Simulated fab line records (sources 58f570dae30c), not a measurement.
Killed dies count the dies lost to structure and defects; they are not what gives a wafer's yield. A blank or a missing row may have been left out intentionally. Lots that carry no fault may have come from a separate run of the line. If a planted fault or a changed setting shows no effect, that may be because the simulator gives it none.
What tool caused it? ; flow berkeley cmos170 ; 6 lots with 18 wafers sampled at 3 steps, on a route of 331 steps

## WHAT THE GAUGES SHOWED, per wafer
UCB170_SDANNEAL_RS_MEAS_02: measures by four-point-probe.
lot;measured;on;PSD_RS (ohm/sq)
L732;day 8 15:40;film metro-01;75.6 75.8 75.7
L740;day 9 21:15;film metro-01;73.1 72.5 72.9 73.1 72.8 73.1
L742;day 10 07:21;film metro-02;72.8 72.7 72.4 72.8 72.9 72.5
L746;day 11 05:11;film metro-03;75.7 75.8 75.8
L753;day 12 12:01;film metro-02;75.4 75.3 75.3
L754;day 12 13:19;film metro-03;75.7 75.7 75.8

## WHICH TOOL RAN EACH LOT (tool, then ch and the chambers of the sampled wafers, then the start)
lot;UCB170_PSD_IMPLANT_08;UCB170_PSD_STRIP_09
L732;implanter-03 ch 0, day 8 09:20;plasma asher-02 ch 0,1, day 8 09:28
L740;implanter-02 ch 0, day 9 15:38;plasma asher-02 ch 0,1, day 9 15:47
L742;implanter-02 ch 0, day 10 03:40;plasma asher-03 ch 0, day 10 03:47
L746;implanter-03 ch 0, day 11 00:55;plasma asher-03 ch 0,1, day 11 01:04
L753;implanter-03 ch 0, day 12 09:05;plasma asher-04 ch 0,1, day 12 09:14
L754;implanter-03 ch 0, day 12 09:29;plasma asher-04 ch 0,1, day 12 09:37
- UCB170_PSD_IMPLANT_08
- UCB170_PSD_STRIP_09: strips in O2.

## THE ANSWER, worked out from the rows above alone
Rule: the usual values come from the lots themselves. Put in order of their means at a reading, lots are off if they are a third of the lots or fewer, leave a main group of 4 or more, and stand apart from it by a gap of 3 or more times the standard deviation of the main group's means; of several such gaps the widest counts. If all means in a main group match to the digits the tables above print for the reading, that group is not used. A lot without any number at a reading at which 4 lots or more have one is off too. Where the step has rows for the other lots, those lots are counted as sound.
Off: L740, L742, at UCB170_SDANNEAL_RS_MEAS_02 (PSD_RS). Mean 75.6 ohm/sq and standard deviation 0.17 in the main group.
A tool fits if, at a process step before that reading, it ran every lot that is off, and no sound lot after the first of them. Those tools and the gauges at UCB170_SDANNEAL_RS_MEAS_02 are tried in the same way. One candidate fits, namely implanter-02 at UCB170_PSD_IMPLANT_08. It ran no sound lot before its first lot that is off in this sample, so the start can't be narrowed down.

## WHAT THE SIMULATOR PUT IN
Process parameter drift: implanter-02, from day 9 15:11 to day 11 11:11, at UCB170_PSD_IMPLANT_08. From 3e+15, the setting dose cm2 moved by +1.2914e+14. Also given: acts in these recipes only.
Shown lots that were struck: L740, L742. The rule above found the same.
